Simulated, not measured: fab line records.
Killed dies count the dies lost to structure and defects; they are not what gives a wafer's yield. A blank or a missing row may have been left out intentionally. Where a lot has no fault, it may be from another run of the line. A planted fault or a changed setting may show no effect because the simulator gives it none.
One fault through the eyes of 2 desks | flow rit-cmos | every desk sees just its own numbers, and what lay behind them comes last

== DESK OF THE TOOL OWNER: furnace-02 ==
The tool's own readings at RIT_REOX_OXIDATION_03 (target thk 25.2 nm, ox time 5580 s): means of the sampled wafers that have a number, for each lot that ran on this tool. A lot is out of limits, marked OUT, if its mean lies more than 4 standard deviations from the usual mean; the brackets give that distance.
Columns: A = zone-power-centre-pct at RIT_REOX_OXIDATION_03, usual 39.9 %; B = zone-power-load-pct at RIT_REOX_OXIDATION_03, usual 24.8 %
lot  | first seen here | A    | B
L147 | day 2 19:26     | 41.7 | 25.4
L150 | day 3 10:52     | 41.8 | 25.4
L151 | day 3 16:05     | 41.7 | 25.4
L152 | day 3 20:08     | 41.6 | 25.6
L166 | day 6 17:08     | 41.5 | 25.6
L167 | day 7 00:10     | 41.4 | 25.4
L168 | day 7 04:47     | 41.8 | 25.2
L169 | day 7 09:16     | 41.2 | 25.8
This desk found nothing out of limits on any of the 8 lots.

== FROM THE METROLOGY DESK ==
What the gauges read for every lot (on any tool): the sampled wafers with a number, averaged. A lot is out of limits, marked OUT, if its mean lies more than 4 standard deviations from the usual mean; the brackets give that distance.
Columns: A = REOX_OXIDE_THK at RIT_REOX_THK_MEAS_04, usual 25.1 nm
lot  | first seen here | A
L147 | day 2 21:59     | 25.6
L149 | day 3 07:53     | 24.7
L150 | day 3 13:26     | 25.6
L151 | day 3 18:39     | 28.1 (+7.4) OUT
L152 | day 3 22:42     | 27.9 (+7.1) OUT
L153 | day 4 02:37     | 25.3
L155 | day 4 16:15     | 24.7
L163 | day 6 07:44     | 25.1
L164 | day 6 10:40     | 25.0
L165 | day 6 15:22     | 25.5
L166 | day 6 19:41     | 24.8
L167 | day 7 02:43     | 25.1
L168 | day 7 07:20     | 25.7
L169 | day 7 11:49     | 26.1
This desk's finding: out of limits on L151, L152; first on L151, day 3 18:39 (REOX_OXIDE_THK at RIT_REOX_THK_MEAS_04). In limits: L147, L149, L150, L153, L155, L163, L164, L165, L166, L167, L168, L169.

== BROUGHT TOGETHER ==
The metrology desk could have raised an alarm at day 3 18:39, on L151, L152.
The desk of the tool owner found nothing out of limits.
On record at the tool owner's desk: L151, L152, within its limits.
All the named lots went through RIT_REOX_OXIDATION_03 on furnace-02.

== WHAT THE SIMULATOR HAD PUT IN ==
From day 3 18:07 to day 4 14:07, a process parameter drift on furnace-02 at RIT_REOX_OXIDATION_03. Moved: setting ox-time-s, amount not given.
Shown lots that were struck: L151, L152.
Per desk, hours elapsed from the start of the fault to the first reading out of limits: for the metrology desk, 1.
